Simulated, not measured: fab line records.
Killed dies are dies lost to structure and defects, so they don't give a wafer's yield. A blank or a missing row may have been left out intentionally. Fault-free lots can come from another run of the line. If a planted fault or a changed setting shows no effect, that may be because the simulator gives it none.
Split-lot experiment | flow rit cmos | 23 wafers read from 5 lots, route of 202 steps

## THE SPLIT ITSELF
At RIT_PLDD_SOFTBAKE_02 (time 60 s), the setting temp c was moved away from the recipe's 90 C on 11 of the 23 wafers read, by -1.8% to +3.5%. For the rest of the wafers, this setting stayed at what the recipe calls for.

## FROM THE SPLIT TO THE READING: what the file shows between them, 2 steps
- RIT_PLDD_EXPOSE_03: exposes mask M8, target cd 40900 nm
- RIT_PLDD_PEB_04

## THE READING
NOVOLAK_of_PLDD_COAT_01.thk nm (the simulator's own value, which no gauge read), in nm, at RIT_PLDD_DEVELOP_05 (develop time 50 s). The file does not state a usual value for it. Average 999.6 nm, standard deviation 2.1 nm, over the 12 wafers here run with the recipe.

wafer  | tool, chamber at the split | temp c as run, C | against the recipe | NOVOLAK_of_PLDD_COAT_01.thk nm, nm | against lot-mates on the recipe
L075.1 | litho track-02, 0          | 90               | recipe             | 999.6                              | -
L075.2 | litho track-02, 0          | 90               | recipe             | 998.9                              | -
L075.5 | litho track-02, 0          | 90               | recipe             | 997.7                              | -
L077.2 | litho track-03, 0          | 90               | recipe             | 1001                               | -
L077.3 | litho track-03, 0          | 92.4             | +2.7%              | 991.2                              | -10.7
L077.4 | litho track-03, 0          | 90               | recipe             | 1005                               | -
L077.5 | litho track-03, 0          | 90               | recipe             | 999.7                              | -
L077.6 | litho track-03, 0          | 92.4             | +2.7%              | 995.6                              | -6.3
L076.1 | litho track-03, 0          | 93.16            | +3.5%              | 988.4                              | -10.6
L076.2 | litho track-03, 0          | 90               | recipe             | 999.4                              | -
L076.3 | litho track-03, 0          | 93.16            | +3.5%              | 988.9                              | -10.1
L076.4 | litho track-03, 0          | 90               | recipe             | 998.5                              | -
L076.5 | litho track-03, 0          | 93.16            | +3.5%              | 986.6                              | -12.4
L078.1 | litho track-03, 0          | 90               | recipe             | 1002                               | -
L078.2 | litho track-03, 0          | 90               | recipe             | 997.9                              | -
L078.3 | litho track-03, 0          | 88.38            | -1.8%              | 1000                               | +0.0
L078.5 | litho track-03, 0          | 88.38            | -1.8%              | 1005                               | +5.0
L078.6 | litho track-03, 0          | 88.38            | -1.8%              | 1001                               | +1.0
L085.2 | litho track-02, 0          | 90               | recipe             | 999.5                              | -
L085.3 | litho track-02, 0          | 90               | recipe             | 996.4                              | -
L085.4 | litho track-02, 0          | 92.83            | +3.1%              | 988.9                              | -9.1
L085.5 | litho track-02, 0          | 92.83            | +3.1%              | 992.3                              | -5.7
L085.6 | litho track-02, 0          | 92.83            | +3.1%              | 992.4                              | -5.6

FIT RESULTS
A straight line over all 23 wafers: NOVOLAK_of_PLDD_COAT_01.thk nm changes by -2.61 nm for each +1% of temp c; r = -0.90; the points scatter about the line by 2.4 nm.
The same after taking each lot's own level away (the mean of its wafers on the recipe; 23 wafers): -2.46 nm for each +1%; r = -0.90; scatter 2.2 nm.
The reading moves by 8.6 nm for the largest change in temp c, on that fit.
From 997.95 to 1001.90 nm: that is the span of the lots' own levels, equal to 1.8 times the standard deviation above.
Hence the lot-to-lot level has little effect on the slope; both slopes agree.
Check: with one of the wafers moved furthest among these (+3.5%) left out of the fit, the line predicts -9.09 nm for it against its lot-mates. It came out at -10.6 nm against them.

## ADDITIONAL SPLITS CARRIED BY THESE WAFERS
Before the reading, these wafers also passed through other splits. Each is held against what the fit with the lots' levels taken away leaves over:
other split on the same wafers     | wafers away from the commonest value | r with NOVOLAK_of_PLDD_COAT_01.thk nm (lot level and that fit taken away)
RIT_PWELL_IMPLANT_08 energy kev    | 8                                    | -0.13
RIT_NRETRO_COAT_01 resist thk nm   | 7                                    | -0.02
RIT_NRETRO_IMPLANT_08 energy kev   | 8                                    | -0.04
RIT_PRETRO_COAT_01 spin rpm        | 8                                    | -0.15
RIT_PRETRO_IMPLANT_08 energy kev   | 12                                   | -0.12
RIT_GATE_DEVELOP_15 develop time s | 8                                    | +0.14
RIT_NLDD_COAT_01 resist thk nm     | 5                                    | +0.06
RIT_NLDD_IMPLANT_08 dose cm2       | 7                                    | -0.19

## FILE'S OWN FIT
NOVOLAK_of_PLDD_COAT_01.thk nm changes by -2.64 nm for each +1% of temp c, r = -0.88.
